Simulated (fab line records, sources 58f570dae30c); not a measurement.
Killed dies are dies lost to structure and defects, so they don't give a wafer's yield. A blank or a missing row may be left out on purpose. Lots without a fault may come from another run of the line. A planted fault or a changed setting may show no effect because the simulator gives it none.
Tool commonality check | flow berkeley_cmos170 | 14 lots, 42 wafers sampled

WHY IT WAS OPENED
At UCB170_PLDD_TW_MEAS_11 the reading PLDD_TW is flagged on 2 of 14 lots. Wafers without a fault read 1007, standard deviation 9.9.
Rule: a lot is flagged when every wafer of it that has a number lies more than 4 standard deviations from that mean, or none has a number. The other lots count as sound.

lot  | measured     | on            | PLDD_TW, wafer by wafer | flag
L746 | day 7 00:52  | film_metro-02 | 1023 1021 1017          |
L747 | day 7 01:53  | film_metro-02 | 1024 1024 1018          |
L750 | day 7 12:49  | film_metro-02 | 1027 1016 1020          |
L748 | day 7 13:05  | film_metro-02 | 1024 1023 1021          |
L749 | day 7 13:10  | film_metro-03 | 997 1004 989            |
L751 | day 8 10:29  | film_metro-03 | 1003 996 1001           |
L757 | day 9 21:35  | film_metro-01 | 944 950 943             | FLAGGED
L760 | day 10 06:28 | film_metro-02 | 1014 1015 1016          |
L758 | day 10 06:42 | film_metro-01 | 944 940 945             | FLAGGED
L762 | day 11 00:14 | film_metro-03 | 1004 1002 1007          |
L766 | day 11 11:49 | film_metro-02 | 1013 1012 1008          |
L764 | day 11 12:07 | film_metro-02 | 1011 1011 1015          |
L769 | day 12 02:47 | film_metro-02 | 1014 1014 1011          |
L768 | day 12 03:01 | film_metro-03 | 997 999 999             |
The numbers of the flagged lots are 944 on average: -63 against the usual, or -6 standard deviations.

WHICH TOOL RAN EACH LOT
The record holds 1 process step before the reading, out of a route of 331 steps. In each cell: the tool, then ch and the chambers that the sampled wafers went through, then the start.
lot  | flag    | UCB170_PLDD_IMPLANT_09
L746 |         | implanter-02 ch 0, day 7 00:39
L747 |         | implanter-03 ch 0, day 7 01:38
L750 |         | implanter-04 ch 0, day 7 12:34
L748 |         | implanter-02 ch 0, day 7 12:50
L749 |         | implanter-04 ch 0, day 7 12:56
L751 |         | implanter-02 ch 0, day 8 10:16
L757 | FLAGGED | implanter-02 ch 0, day 9 21:21
L760 |         | implanter-04 ch 0, day 10 06:14
L758 | FLAGGED | implanter-02 ch 0, day 10 06:28
L762 |         | implanter-04 ch 0, day 11 00:00
L766 |         | implanter-04 ch 0, day 11 11:34
L764 |         | implanter-04 ch 0, day 11 11:52
L769 |         | implanter-04 ch 0, day 12 02:32
L768 |         | implanter-03 ch 0, day 12 02:46
What these steps do:
- UCB170_PLDD_IMPLANT_09
- UCB170_PLDD_TW_MEAS_11

FLAGGED OVER TOTAL, TOOL BY TOOL (the gauges that took the reading come last)
step                   | tool          | lots run | flagged | share of the flagged lots | sound lots run after its first flagged lot
UCB170_PLDD_IMPLANT_09 | implanter-02  | 5        | 2       | all                       | 0
UCB170_PLDD_IMPLANT_09 | implanter-03  | 2        | 0       | none                      | -
UCB170_PLDD_IMPLANT_09 | implanter-04  | 7        | 0       | none                      | -
UCB170_PLDD_TW_MEAS_11 | film_metro-01 | 2        | 2       | all                       | 0
UCB170_PLDD_TW_MEAS_11 | film_metro-02 | 8        | 0       | none                      | -
UCB170_PLDD_TW_MEAS_11 | film_metro-03 | 4        | 0       | none                      | -

WHAT THE TABLE ALLOWS
2 rows of the table ran every flagged lot: implanter-02 at UCB170_PLDD_IMPLANT_09, film_metro-01 at UCB170_PLDD_TW_MEAS_11.
- implanter-02 at UCB170_PLDD_IMPLANT_09: 2 of its 5 lots flagged. Its last sound lot is L751 (day 8 10:16), its first flagged lot L757 (day 9 21:21): a fault that began between those two fits. Its own readings lie more than 4 standard deviations out on every wafer of the flagged lots: dose_ions_cm2, faraday_current_uA.
- film_metro-01 at UCB170_PLDD_TW_MEAS_11: 2 of its 2 lots flagged. It ran no sound lot before its first flagged lot in this sample, so the start can't be narrowed down.
Counting lots can't tell these 2 tools apart, because each fits a fault that began at some hour. More lots, or a look at what each step does to the wafer, might.

WHAT THE SIMULATOR HAD PUT IN
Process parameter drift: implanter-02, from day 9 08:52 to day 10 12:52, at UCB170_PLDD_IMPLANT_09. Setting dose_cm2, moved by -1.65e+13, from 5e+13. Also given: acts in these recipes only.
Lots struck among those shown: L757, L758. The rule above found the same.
